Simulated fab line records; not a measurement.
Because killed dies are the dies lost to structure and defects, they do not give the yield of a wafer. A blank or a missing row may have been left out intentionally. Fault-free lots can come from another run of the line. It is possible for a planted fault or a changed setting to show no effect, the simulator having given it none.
Which of the tools did it? | flow berkeley-cmos170 | Sampling: 7 lots, 21 wafers, 4 of 331 route steps

== WHAT THE GAUGES READ, wafer by wafer ==
UCB170_V1_OVL_MEAS_13.
lot  | measured     | on         | V1_OVL (nm)
L990 | day 9 07:14  | overlay-02 | 8 1 14
L991 | day 9 09:09  | overlay-02 | 0 3 -2
L993 | day 9 22:18  | overlay-02 | 2 4 8
L102 | day 11 20:04 | overlay-02 | 6 -1 8
L107 | day 12 04:50 | overlay-01 | -6 -9 -2
L108 | day 12 22:35 | overlay-01 | 6 3 2

== EACH LOT AND THE TOOL THAT RAN IT (in order: tool; ch and the chambers of the sampled wafers; start) ==
lot  | UCB170_PLDD_STRIP_10                 | UCB170_M1_SPUTTER_00         | UCB170_M1_METAL_ETCH_12
L990 | plasma-asher-03 ch 1, day 8 05:02    | pvd-sputter-02, day 9 00:52  | rie-metal-01 ch 0,1, day 9 02:25
L991 | plasma-asher-02 ch 0,1, day 8 05:37  | pvd-sputter-04, day 9 03:20  | rie-metal-04 ch 0,1, day 9 04:45
L993 | plasma-asher-04 ch 0,1, day 8 20:55  | pvd-sputter-02, day 9 14:25  | rie-metal-03 ch 0,1, day 9 16:39
L998 | plasma-asher-02 ch 0,1, day 9 23:39  | pvd-sputter-03, day 10 19:16 | rie-metal-04 ch 0,1, day 10 21:04
L102 | plasma-asher-03 ch 0,1, day 10 14:07 | pvd-sputter-02, day 11 12:29 | rie-metal-03 ch 0,1, day 11 14:23
L107 | plasma-asher-02 ch 1, day 11 03:52   | pvd-sputter-04, day 11 23:40 | rie-metal-03 ch 0,1, day 12 00:56
L108 | plasma-asher-04 ch 0,1, day 11 17:37 | pvd-sputter-02, day 12 15:23 | rie-metal-03 ch 0,1, day 12 17:02
- UCB170_PLDD_STRIP_10: strips in O2.
- UCB170_M1_SPUTTER_00: material Al, target thk 600 nm, time 80 s.
- UCB170_M1_METAL_ETCH_12: etches Al in Cl2/BCl3, stops on PSG, target depth 780 nm, time 130 s.

== THE ANSWER, worked out from the rows above alone ==
Rule: the lots themselves supply what counts as usual. Put in order of their means at a reading, lots are off if they are a third of the lots or fewer, leave a main group of 4 or more, and stand apart from it by a gap of 3 or more times the standard deviation of the main group's means; of several such gaps the widest counts. A main group is skipped when, at the precision printed for the reading in the tables above, its means are all equal. Also off: a lot with no number at a reading for which 4 or more lots have one. Any other lot the step has rows for is counted as sound.
Across all readings shown, no lot is off: no conclusion can be drawn from this.

== WHAT THE SIMULATOR HAD PUT IN ==
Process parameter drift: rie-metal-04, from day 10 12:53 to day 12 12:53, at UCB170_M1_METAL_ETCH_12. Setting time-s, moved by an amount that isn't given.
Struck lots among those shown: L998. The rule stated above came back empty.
